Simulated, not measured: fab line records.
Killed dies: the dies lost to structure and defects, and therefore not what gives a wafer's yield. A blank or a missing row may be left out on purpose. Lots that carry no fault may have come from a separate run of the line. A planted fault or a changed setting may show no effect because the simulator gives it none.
A lot that was struck, set against a sound lot -- flow ritCmos -- 18 steps out of a route of 202
Sound: wafers L624.3, L624.4, L624.6. Wafers L633.2, L633.4, L633.5 were the ones struck. The cause is named last.
Per side, at each step with rows, come the tool, then ch with its chambers, and then its first start. Under that, the readings that differ: sound wafers -- struck wafers -- difference of the means -- sigmas: that difference in standard deviations of wafers without a fault.
alike: same words and numbers on both sides, and readings whose means sit less than 2 such deviations apart. not compared: any withheld reading, any reading some wafer has no value for, any bound like >300 that may hide the same value, and any number with overlapping values for which the record gives no deviation.
Wherever a step has rows on one side only, a row that says differs or no value, or a row with sigmas, the two part there. Numbers that don't overlap but have no deviation are shown without sigmas and don't part them. A reading that every wafer of one side lacks parts them only if that side has two wafers or more.

first, 3 steps without rows for these wafers: RIT_GATE_CLEAN_02 (cleans in dHF, time 30 s); RIT_GATE_CLEAN_03 (cleans in SC2, time 600 s); RIT_GATE_CLEAN_04 (cleans in dHF, time 60 s).
RIT_FOX2_THK_MEAS_91:
  sound on filmMetro-04, day 3 18:46; struck on filmMetro-01, day 5 17:55
  alike: FIELD_OXIDE_LEFT_2_THK
then, 2 steps without rows for these wafers: RIT_GATE_OXIDATION_05 (target thk 3 nm, ox time 270 s); RIT_GATE_ANNEAL_06 (time 600 s).
RIT_GATE_THK_MEAS_07:
  sound on filmMetro-01, day 3 21:31; struck on filmMetro-04, day 5 19:20
  alike: GATE_OXIDE_THK
then, 1 step without rows for these wafers: RIT_GATE_CVD_08 (deposits poly-Si from SiH4, target thk 250 nm, time 2220 s).
RIT_GATE_THK_MEAS_09:
  sound on filmMetro-01, day 3 23:11; struck on filmMetro-01, day 5 21:01
  alike: GATE_POLY_THK
then, 3 steps without rows for these wafers: RIT_GATE_HMDS_10 (prime time 60 s); RIT_GATE_COAT_11 (resist thk 850 nm); RIT_GATE_SOFTBAKE_12 (time 60 s).
RIT_GATE_EXPOSE_13: exposes mask M6, target cd 150 nm.
  sound on ilineStepper-02 ch 0, day 3 23:50; struck on ilineStepper-02 ch 0, day 5 21:32
reading,sound,struck,difference,sigmas
model.GATE.overlayXNm (nm),0.1983 0.1983 0.1983,111.7 111.7 111.7,+111.5,
  alike: mask
then, 2 steps without rows for these wafers: RIT_GATE_PEB_14; RIT_GATE_DEVELOP_15 (develop time 50 s).
RIT_GATE_CD_MEAS_16: the cd target is 150 nm.
  sound on cdSem-02, day 4 00:14; struck on cdSem-01, day 5 21:56
  alike: cdNm
RIT_GATE_OVL_MEAS_17:
  sound on overlay-02, day 4 00:20; struck on overlay-02, day 5 22:14
reading,sound,struck,difference,sigmas
GATE_OVL (nm),-1.4 -2.6 -1.0,112.5 110.2 112.3,+113.3,+87
  not compared: hold
RIT_M1_PROBE_99:
  rows exist in the record for the sound wafers here (prober-01, day 4 23:14), none for the struck ones

## WHERE THEY PART
Earliest at RIT_GATE_OVL_MEAS_17; latest, in this record, at RIT_M1_PROBE_99.

WHY: whatever the simulator had introduced
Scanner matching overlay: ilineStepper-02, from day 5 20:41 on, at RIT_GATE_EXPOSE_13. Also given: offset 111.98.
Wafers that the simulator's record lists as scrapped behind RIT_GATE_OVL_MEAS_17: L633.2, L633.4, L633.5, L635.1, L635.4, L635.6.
